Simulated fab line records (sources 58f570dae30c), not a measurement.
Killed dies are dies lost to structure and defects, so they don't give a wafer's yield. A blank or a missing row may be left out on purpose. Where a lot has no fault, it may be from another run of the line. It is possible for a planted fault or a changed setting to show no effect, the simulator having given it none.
fab line records | flow berkeley-cmos170 | part 1 of 2: steps 1 to 24 of 35
record: lots: 5 wafers: 15 last-day: 13
route steps=331 shown SILICIDE@211 CONTACT@216 M1@238
lots that met no fault: taken from a fault-free run of the same line
start-h: the number of hours between the record's first day and the start of the first shown wafer of the lot | wait-h: time in hours since the lot's previous step | " repeats the value in the row above | L1.1+2: one row covering several wafers at once | - no value, or no start given | * or withheld: withheld | < > ~ a bound
route shown NAME@n: names a module that has steps shown in the file, with the first one's number in the route | usual: mean/standard deviation of fault-free wafers | same: alike in all rows | chamber/n: place in a boat | sites: per-site readings | _std_site: their standard deviation | _edge_site: inner sites' mean taken away from outer sites' mean | radius-mm: for every site, how far away it sits from the centre of the wafer | mask NAME#n: copy n | behind: the last tool/chamber to shape the wafer | hold: the reason the lot was held/the length of the hold in hours/how it ended | device: which transistor (n, p or np) failed to switch | end of line: at the end of the route, the tests of the same wafers | step lacking rows: just its recipe | killed: dies that structure and defects cost at the first sort, which is not the same as the wafer's yield | map: shows each die of a wafer: x if killed, . if not, _ if none is there
set.NAME: the run value of the setting; set.NAME@STEP: its run value at that earlier step | model.NAME: the simulator's own value behind a step, which no gauge read
a table for each step, a row for each wafer; lots at some steps of the route
services: from which hour (start-h, from the record's first day; less than 0 if before it) a tool's chamber was out of use, for how many hours, and why
== steps ==
step: UCB170_SILICIDE_SPUTTER_01
recipe: material: Ti target-thk-nm: 30 time-s: 25.49 power-w: 1500 chamber-pressure-pa: 0.5
usual: cathode-dc-power-W: 1500.0/0.27 throttle-valve-pct: 29.6/1.1
columns lot.wafer tool chamber start-h wait-h cathode-dc-power-W throttle-valve-pct
L078.3 pvd-sputter-04 - 187.92 0.0 1500.4 28.8
L078.5 " - " " 1500.4 29.8
L078.6 " - " " 1499.7 29.5
L080.1 pvd-sputter-01 - 212.65 0.0 1500.1 30.0
L080.2 " - " " 1499.9 31.6
L080.5 " - " " 1500.1 29.9
L091.2 pvd-sputter-04 - 253.55 0.0 1500.1 28.9
L091.3 " - " " 1500.1 29.4
L091.5 " - " " 1499.4 28.6
L096.3 pvd-sputter-01 - 278.10 0.0 1499.9 31.4
L096.4 " - " " 1499.9 29.9
L096.5 " - " " 1499.8 29.8
L094.1 pvd-sputter-01 - 279.33 0.0 1500.0 29.6
L094.4 " - " " 1500.4 30.2
L094.6 " - " " 1499.9 30.0
step: UCB170_SILICIDE_RS_MEAS_02
recipe: thk-meas-gauge: four-point-probe reads: Ti_of_SILICIDE_SPUTTER_01
usual: SILICIDE_TI_RS: 25.5/0.48
columns lot.wafer tool chamber start-h wait-h SILICIDE_TI_RS[ohm/sq]
L078.3 film-metro-04 - 187.99 0.1 24.4
L078.5 " - " " 25.7
L078.6 " - " " 25.4
L080.1 film-metro-04 - 212.71 0.0 25.2
L080.2 " - " " 25.9
L080.5 " - " " 25.1
L091.2 film-metro-04 - 253.60 0.0 25.0
L091.3 " - " " 25.4
L091.5 " - " " 24.8
L096.3 film-metro-01 - 278.17 0.1 26.1
L096.4 " - " " 25.1
L096.5 " - " " 25.2
L094.1 film-metro-02 - 279.36 0.0 25.3
L094.4 " - " " 25.4
L094.6 " - " " 25.2
step: UCB170_SILICIDE_THK_MEAS_03
recipe: thk-meas-gauge: xrf reads: Ti_of_SILICIDE_SPUTTER_01
usual: SILICIDE_TI_THK: 30.6/0.48
columns lot.wafer tool chamber start-h wait-h SILICIDE_TI_THK[nm]
L078.3 film-metro-04 - 188.09 0.1 31.6
L078.5 " - " " 30.4
L078.6 " - " " 30.9
L080.1 film-metro-04 - 212.83 0.1 31.0
L080.2 " - " " 30.3
L080.5 " - " " 31.0
L091.2 film-metro-04 - 253.71 0.1 31.2
L091.3 " - " " 30.8
L091.5 " - " " 31.3
L096.3 film-metro-01 - 278.27 0.1 29.8
L096.4 " - " " 30.9
L096.5 " - " " 30.7
L094.1 film-metro-02 - 279.48 0.1 30.7
L094.4 " - " " 30.7
L094.6 " - " " 30.9
step: UCB170_SILICIDE_RTA_04
recipe: temp-c: 650 time-s: 15 ambient: N2
usual: lamp-power-pct: 10.20/0.099 wafer_temp_C_max: 653.8/0.92
columns lot.wafer tool chamber start-h wait-h lamp-power-pct wafer_temp_C_max
L078.3 rtp-anneal-01 0 188.16 0.1 10.10 654.7
L078.5 " 0 " " 10.10 654.4
L078.6 " 0 " " 10.10 654.4
L080.1 rtp-anneal-01 0 212.89 0.1 10.09 653.8
L080.2 " 0 " " 10.08 654.4
L080.5 " 0 " " 10.10 654.3
L091.2 rtp-anneal-01 0 253.77 0.1 10.11 653.5
L091.3 " 0 " " 10.11 654.9
L091.5 " 0 " " 10.08 654.4
L096.3 rtp-anneal-01 0 278.33 0.1 10.11 654.4
L096.4 " 0 " " 10.10 654.3
L096.5 " 0 " " 10.10 654.8
L094.1 rtp-anneal-01 0 279.54 0.1 10.09 656.0
L094.4 " 0 " " 10.11 654.3
L094.6 " 0 " " 10.11 656.6
step: UCB170_SILICIDE_WET_ETCH_05
recipe: chemistry: SPM time-s: 45 temp-c: 120 target: Ti
columns lot.wafer tool chamber start-h wait-h
L078.3+5+6 wet-bench-01 3 188.21 0.0
L080.1+2+5 wet-bench-01 0 212.96 0.1
L091.2+3+5 wet-bench-02 2 253.83 0.1
L096.3+4+5 wet-bench-03 0 278.38 0.0
L094.1+4+6 wet-bench-03 2 279.62 0.1
step: UCB170_CONTACT_CLEAN_00
recipe: chemistry: SPM temp-c: 120 time-s: 600
columns lot.wafer tool chamber start-h wait-h
L078.3+5+6 wet-bench-03 0 188.23 0.0
L080.1+2+5 wet-bench-02 1 212.98 0.0
L091.2+3+5 wet-bench-02 2 253.85 0.0
L096.3+4+5 wet-bench-01 2 278.40 0.0
L094.1+4+6 wet-bench-03 0 279.64 0.0
step: UCB170_CONTACT_CVD_01
recipe: material: PSG target-thk-nm: 700 temp-c: 450 precursor: SiH4/O2/PH3 time-s: 2820 pressure-mtorr: 300 sih4-flow-sccm: 60 o2-flow-sccm: 90 ph3-flow-sccm: 25
usual: o2-flow-sccm: 90.01/0.25 susceptor-temp-C: 450.02/0.21
columns lot.wafer tool chamber start-h wait-h o2-flow-sccm susceptor-temp-C
L078.3 lpcvd-01 0 189.94 1.5 89.55 449.72
L078.5 " 0 " " 89.86 449.71
L078.6 " 0 " " 89.55 449.53
L080.1 lpcvd-02 1 213.96 0.8 90.22 450.03
L080.2 " 1 " " 90.13 450.17
L080.5 " 1 " " 89.76 449.93
L091.2 lpcvd-01 1 254.51 0.5 90.33 449.65
L091.3 " 1 " " 89.90 449.86
L091.5 " 1 " " 90.13 450.11
L096.3 lpcvd-01 0 278.58 0.0 89.91 449.95
L096.4 " 0 " " 90.01 449.91
L096.5 " 0 " " 89.79 450.34
L094.1 lpcvd-01 0 280.36 0.5 89.96 449.82
L094.4 " 0 " " 90.02 449.85
L094.6 " 0 " " 89.90 449.75
step: UCB170_CONTACT_THK_MEAS_02
recipe: reads: PSG_of_CONTACT_CVD_01
usual: CONTACT_PSG_THK: 700/6.1
columns lot.wafer tool chamber start-h wait-h CONTACT_PSG_THK[nm]
L078.3 film-metro-03 - 191.75 0.0 707
L078.5 " - " " 699
L078.6 " - " " 705
L080.1 film-metro-01 - 215.74 0.0 693
L080.2 " - " " 698
L080.5 " - " " 694
L091.2 film-metro-03 - 256.30 0.0 695
L091.3 " - " " 695
L091.5 " - " " 697
L096.3 film-metro-04 - 280.38 0.0 693
L096.4 " - " " 694
L096.5 " - " " 697
L094.1 film-metro-03 - 282.14 0.0 699
L094.4 " - " " 700
L094.6 " - " " 700
step: UCB170_CONTACT_HMDS_03
recipe: prime-time-s: 60 prime-temp-c: 100
usual: exhaust-pa: 44.9/0.9
same: prime-time-s: 60
columns lot.wafer tool chamber start-h wait-h exhaust-pa
L078.3 litho-track-04 0 191.84 0.1 45.5
L078.5 " 0 " " 43.9
L078.6 " 0 " " 45.1
L080.1 litho-track-01 0 215.80 0.1 43.3
L080.2 " 0 " " 44.3
L080.5 " 0 " " 45.4
L091.2 litho-track-01 0 256.38 0.1 44.3
L091.3 " 0 " " 44.0
L091.5 " 0 " " 44.2
L096.3 litho-track-01 0 280.47 0.1 44.5
L096.4 " 0 " " 45.2
L096.5 " 0 " " 46.7
L094.1 litho-track-01 0 282.31 0.2 45.5
L094.4 " 0 " " 44.6
L094.6 " 0 " " 45.3
step: UCB170_CONTACT_COAT_04
recipe: resist: KrF spin-rpm: 1500 resist-thk-nm: 900
usual: exhaust-pa: 44.9/0.86
columns lot.wafer tool chamber start-h wait-h exhaust-pa
L078.3 litho-track-04 0 191.99 0.1 45.3
L078.5 " 0 " " 45.8
L078.6 " 0 " " 45.8
L080.1 litho-track-01 0 215.95 0.1 43.7
L080.2 " 0 " " 45.0
L080.5 " 0 " " 46.0
L091.2 litho-track-01 0 256.53 0.1 45.0
L091.3 " 0 " " 46.1
L091.5 " 0 " " 46.8
L096.3 litho-track-01 0 280.62 0.1 46.4
L096.4 " 0 " " 46.7
L096.5 " 0 " " 45.5
L094.1 litho-track-01 0 282.46 0.1 45.0
L094.4 " 0 " " 45.5
L094.6 " 0 " " 44.3
step: UCB170_CONTACT_SOFTBAKE_05
recipe: resist: KrF temp-c: 130 time-s: 60
usual: exhaust-pa: 44.8/0.85
columns lot.wafer tool chamber start-h wait-h exhaust-pa
L078.3 litho-track-04 0 192.14 0.1 45.7
L078.5 " 0 " " 45.1
L078.6 " 0 " " 44.9
L080.1 litho-track-01 0 216.10 0.1 45.3
L080.2 " 0 " " 43.0
L080.5 " 0 " " 44.7
L091.2 litho-track-01 0 256.68 0.1 45.2
L091.3 " 0 " " 45.0
L091.5 " 0 " " 45.1
L096.3 litho-track-01 0 280.77 0.1 44.4
L096.4 " 0 " " 43.4
L096.5 " 0 " " 44.4
L094.1 litho-track-01 0 282.61 0.1 44.4
L094.4 " 0 " " 44.4
L094.6 " 0 " " 45.5
step: UCB170_CONTACT_STRIP_06
recipe: chemistry: O2 power-w: 400 pressure-mtorr: 3500 platen-temp-c: withheld o2-flow-sccm: 400 overash-fraction: 0.5
usual: drypump-motor-current-A: 5.8/0.67 o2-flow-sccm: 400.0/1.2 oes-product-au: 0.734/0.0042 strip-time-to-endpoint-s: 22.01/0.069
same: overash-fraction: 0.5
columns lot.wafer tool chamber start-h wait-h drypump-motor-current-A o2-flow-sccm oes-product-au rf-hours-counter-h strip-time-to-endpoint-s
L078.3 plasma-asher-03 0 192.27 0.1 5.4 398.7 0.735 - 22.06
L078.5 " 1 " " 5.5 400.2 0.737 - 22.02
L078.6 " 0 " " 5.4 399.6 0.733 - 22.04
L080.1 plasma-asher-03 1 216.25 0.1 5.5 398.2 0.730 10 22.05
L080.2 " 0 " " 5.4 402.2 0.734 10 21.95
L080.5 " 1 " " 5.5 398.7 0.731 - 21.97
L091.2 plasma-asher-03 1 256.80 0.1 5.5 400.2 0.736 16 21.93
L091.3 " 0 " " 5.4 399.3 0.741 - 22.00
L091.5 " 0 " " 5.4 398.2 0.739 - 22.03
L096.3 plasma-asher-04 1 280.90 0.1 6.6 400.2 0.737 - 21.89
L096.4 " 0 " " 6.5 398.8 0.732 - 21.87
L096.5 " 0 " " 6.5 398.8 0.734 - 21.84
L094.1 plasma-asher-04 1 282.76 0.1 6.6 397.5 0.732 56 21.96
L094.4 " 1 " " 6.7 398.6 0.732 - 21.98
L094.6 " 1 " " 6.7 398.0 0.734 - 22.02
step: UCB170_CONTACT_CLEAN_07
recipe: chemistry: SPM temp-c: 120 time-s: 600
columns lot.wafer tool chamber start-h wait-h
L078.3+5+6 wet-bench-01 2 192.34 0.0
L080.1+2+5 wet-bench-02 0 216.35 0.1
L091.2+3+5 wet-bench-02 0 256.90 0.1
L096.3+4+5 wet-bench-03 0 280.97 0.0
L094.1+4+6 wet-bench-03 1 282.93 0.1
step: UCB170_CONTACT_RTA_08
recipe: temp-c: 900 time-s: 10 ambient: N2
usual: lamp-power-pct: 23.78/0.23 wafer_temp_C_max: 905.2/1.2
columns lot.wafer tool chamber start-h wait-h lamp-power-pct wafer_temp_C_max
L078.3 rtp-anneal-02 0 192.55 0.0 24.06 903.3
L078.5 " 0 " " 24.03 903.7
L078.6 " 0 " " 24.03 904.9
L080.1 rtp-anneal-01 0 216.60 0.1 23.59 904.7
L080.2 " 0 " " 23.58 905.6
L080.5 " 0 " " 23.58 907.0
L091.2 rtp-anneal-02 0 257.09 0.0 24.05 907.2
L091.3 " 0 " " 24.02 904.9
L091.5 " 0 " " 24.02 904.5
L096.3 rtp-anneal-02 0 281.17 0.0 24.04 904.6
L096.4 " 0 " " 24.02 904.0
L096.5 " 0 " " 24.07 903.9
L094.1 rtp-anneal-01 0 283.10 0.0 23.57 906.1
L094.4 " 0 " " 23.54 906.7
L094.6 " 0 " " 23.60 906.5
step: UCB170_CONTACT_COAT_09
recipe: resist: BARC temp-c: withheld time-s: withheld spin-rpm: 3000 resist-thk-nm: withheld
usual: exhaust-pa: 44.9/0.82
columns lot.wafer tool chamber start-h wait-h exhaust-pa
L078.3 litho-track-01 0 192.65 0.1 44.3
L078.5 " 0 " " 44.6
L078.6 " 0 " " 45.1
L080.1 litho-track-02 0 217.43 0.8 45.4
L080.2 " 0 " " 45.2
L080.5 " 0 " " 46.2
L091.2 litho-track-02 0 257.17 0.1 45.7
L091.3 " 0 " " 45.3
L091.5 " 0 " " 46.1
L096.3 litho-track-01 0 281.26 0.1 45.4
L096.4 " 0 " " 44.9
L096.5 " 0 " " 45.2
L094.1 litho-track-02 0 283.17 0.1 44.3
L094.4 " 0 " " 44.4
L094.6 " 0 " " 44.7
step: UCB170_CONTACT_COAT_10
recipe: resist: KrF spin-rpm: 1500 resist-thk-nm: 900
usual: exhaust-pa: 44.7/0.98
columns lot.wafer tool chamber start-h wait-h exhaust-pa
L078.3 litho-track-01 0 - - 43.6
L078.5 " 0 " " 44.7
L078.6 " 0 " " 44.1
L080.1 litho-track-02 0 - - 44.5
L080.2 " 0 " " 45.4
L080.5 " 0 " " 44.8
L091.2 litho-track-02 0 - - 44.3
L091.3 " 0 " " 45.9
L091.5 " 0 " " 44.2
L096.3 litho-track-01 0 - - 44.3
L096.4 " 0 " " 43.5
L096.5 " 0 " " 43.3
L094.1 litho-track-02 0 - - 45.3
L094.4 " 0 " " 45.1
L094.6 " 0 " " 46.8
step: UCB170_CONTACT_SOFTBAKE_11
recipe: resist: KrF temp-c: 130 time-s: 60
usual: exhaust-pa: 44.9/0.92
columns lot.wafer tool chamber start-h wait-h exhaust-pa
L078.3 litho-track-01 0 - - 45.6
L078.5 " 0 " " 45.3
L078.6 " 0 " " 45.5
L080.1 litho-track-02 0 - - 44.9
L080.2 " 0 " " 44.7
L080.5 " 0 " " 44.4
L091.2 litho-track-02 0 - - 46.5
L091.3 " 0 " " 46.8
L091.5 " 0 " " 46.8
L096.3 litho-track-01 0 - - 43.2
L096.4 " 0 " " 43.8
L096.5 " 0 " " 44.0
L094.1 litho-track-02 0 - - 44.8
L094.4 " 0 " " 44.7
L094.6 " 0 " " 44.8
step: UCB170_CONTACT_EXPOSE_12
recipe: mask-id: CONT target-cd-nm: 700 na: 0.5 sigma-outer: 0.6 source-shape: conventional dose-mj: 35
columns lot.wafer tool chamber start-h wait-h mask
L078.3+5+6 krf-scanner-02 0 193.08 - CONT#0
L080.1+2+5 krf-scanner-01 0 218.09 - CONT#0
L091.2+3+5 krf-scanner-01 0 257.74 - CONT#0
L096.3+4+5 krf-scanner-01 0 281.83 - CONT#0
L094.1+4+6 krf-scanner-02 0 283.69 - CONT#0
step: UCB170_CONTACT_PEB_13
recipe: peb-temp-c: 130 peb-time-s: withheld resist: KrF
usual: exhaust-pa: 44.9/0.93 plate-sensor-t-centre-C: 131.41/0.011 plate-sensor-t-edge-C: 131.53/0.011
columns lot.wafer tool chamber start-h wait-h exhaust-pa plate-sensor-t-centre-C plate-sensor-t-edge-C
L078.3 litho-track-01 0 193.21 0.1 44.3 131.4 131.52
L078.5 " 0 " " 42.8 131.4 131.52
L078.6 " 0 " " 43.9 131.41 131.54
L080.1 litho-track-01 0 218.78 0.7 46.8 131.42 131.52
L080.2 " 0 " " 46.9 131.41 131.53
L080.5 " 0 " " 46.9 131.4 131.52
L091.2 litho-track-04 0 257.86 0.1 44.1 131.39 131.53
L091.3 " 0 " " 44.1 131.43 131.51
L091.5 " 0 " " 44.6 131.4 131.52
L096.3 litho-track-04 0 281.95 0.1 44.5 131.42 131.54
L096.4 " 0 " " 44.9 131.41 131.53
L096.5 " 0 " " 45.0 131.42 131.51
L094.1 litho-track-01 0 283.90 0.2 42.5 131.4 131.56
L094.4 " 0 " " 45.2 131.41 131.53
L094.6 " 0 " " 43.8 131.42 131.53
step: UCB170_CONTACT_DEVELOP_14
recipe: developer: TMAH develop-time-s: 45 resist: KrF dev-temp-c: 21
usual: exhaust-pa: 44.9/0.95
columns lot.wafer tool chamber start-h wait-h exhaust-pa
L078.3 litho-track-01 0 - - 44.5
L078.5 " 0 " " 43.1
L078.6 " 0 " " 44.7
L080.1 litho-track-01 0 - - 44.6
L080.2 " 0 " " 43.7
L080.5 " 0 " " 44.7
L091.2 litho-track-04 0 - - 43.6
L091.3 " 0 " " 44.8
L091.5 " 0 " " 44.2
L096.3 litho-track-04 0 - - 46.1
L096.4 " 0 " " 47.0
L096.5 " 0 " " 46.1
L094.1 litho-track-01 0 - - 45.9
L094.4 " 0 " " 46.0
L094.6 " 0 " " 45.5
step: UCB170_CONTACT_CD_MEAS_15
recipe: target-cd-nm: 700
usual: cd-nm: 699.8/1.4
columns lot.wafer tool chamber start-h wait-h cd-nm
L078.3 cd-sem-01 - 193.48 - 701.3
L078.5 " - " " 700.6
L078.6 " - " " 700.9
L080.1 cd-sem-01 - 219.05 - 700.7
L080.2 " - " " 701.2
L080.5 " - " " 701.3
L091.2 cd-sem-02 - 258.13 - 700.0
L091.3 " - " " 699.3
L091.5 " - " " 701.1
L096.3 cd-sem-01 - 282.30 - 697.8
L096.4 " - " " 697.9
L096.5 " - " " 697.9
L094.1 cd-sem-02 - 284.17 - 701.5
L094.4 " - " " 700.9
L094.6 " - " " 699.5
step: UCB170_CONTACT_OVL_MEAS_16
usual: CONTACT_OVL: 1/5.8
columns lot.wafer tool chamber start-h wait-h CONTACT_OVL[nm]
L078.3 overlay-01 - 193.57 0.1 -6
L078.5 " - " " 1
L078.6 " - " " -7
L080.1 overlay-02 - 219.19 0.1 5
L080.2 " - " " -4
L080.5 " - " " 7
L091.2 overlay-02 - 258.24 0.1 8
L091.3 " - " " 1
L091.5 " - " " 1
L096.3 overlay-01 - 282.39 0.1 -3
L096.4 " - " " 5
L096.5 " - " " -7
L094.1 overlay-01 - 284.29 0.1 -1
L094.4 " - " " 9
L094.6 " - " " -1
step: UCB170_CONTACT_ETCH_17
recipe: chemistry: N2/H2 target-depth-a: withheld overetch-a: withheld target: BARC time-s: withheld source-w: 500 bias-w: 100 pressure-mtorr: 30 n2-flow-sccm: 100 h2-flow-sccm: 200
usual: drypump-motor-current-A: 5.8/0.32 oes-product-au: 1.008/0.026 throttle-valve-pct: 13.35/0.27
columns lot.wafer tool chamber start-h wait-h drypump-motor-current-A oes-product-au throttle-valve-pct
L078.3 rie-diel-04 2 193.59 0.0 5.7 1.044 13.39
L078.5 " 0 " " 5.8 1.009 13.76
L078.6 " 1 " " 6.1 1.014 13.08
L080.1 rie-diel-04 2 219.23 0.0 5.7 1.035 13.40
L080.2 " 1 " " 6.1 1.015 13.06
L080.5 " 0 " " 5.7 1.011 13.76
L091.2 rie-diel-01 0 258.27 0.0 6.1 1.059 13.65
L091.3 " 3 " " 6.5 1.008 13.35
L091.5 " 2 " " 5.4 0.996 13.04
L096.3 rie-diel-04 1 282.42 0.0 6.1 1.019 13.07
L096.4 " 3 " " 5.9 1.000 13.52
L096.5 " 2 " " 5.7 1.038 13.40
L094.1 rie-diel-01 3 284.33 0.0 6.5 1.007 13.35
L094.4 " 0 " " 6.1 1.047 13.64
L094.6 " 0 " " 6.1 1.042 13.66
step: UCB170_CONTACT_ETCH_18
recipe: chemistry: CHF3/CF4/Ar target: PSG stop-on: TiSi2 CHF3_flow_sccm: 45 cf4-flow-sccm: 15 Ar_flow_sccm: 150 pressure-mtorr: 200 rf-w: 700 target-depth-a: 8400 over-etch-frac: 0.2 time-s: 195
usual: drypump-motor-current-A: 5.8/0.32 oes-product-au: 0.886/0.019 throttle-valve-pct: 6.94/0.15
columns lot.wafer tool chamber start-h wait-h drypump-motor-current-A oes-product-au rf-hours-counter-h throttle-valve-pct
L078.3 rie-diel-04 2 - - 5.6 0.903 100 6.91
L078.5 " 0 " " 5.8 0.896 - 7.11
L078.6 " 1 " " 6.0 0.889 - 6.79
L080.1 rie-diel-04 2 - - 5.7 0.901 101 6.92
L080.2 " 1 " " 6.1 0.886 45 6.80
L080.5 " 0 " " 5.8 0.891 - 7.11
L091.2 rie-diel-01 0 - - 6.1 0.880 28 7.14
L091.3 " 3 " " 6.5 0.909 21 7.01
L091.5 " 2 " " 5.4 0.875 - 6.80
L096.3 rie-diel-04 1 - - 6.1 0.869 48 6.81
L096.4 " 3 " " 6.0 0.867 21 7.06
L096.5 " 2 " " 5.7 0.906 - 6.91
L094.1 rie-diel-01 3 - - 6.5 0.911 22 7.00
L094.4 " 0 " " 6.1 0.886 29 7.13
L094.6 " 0 " " 6.1 0.875 - 7.13
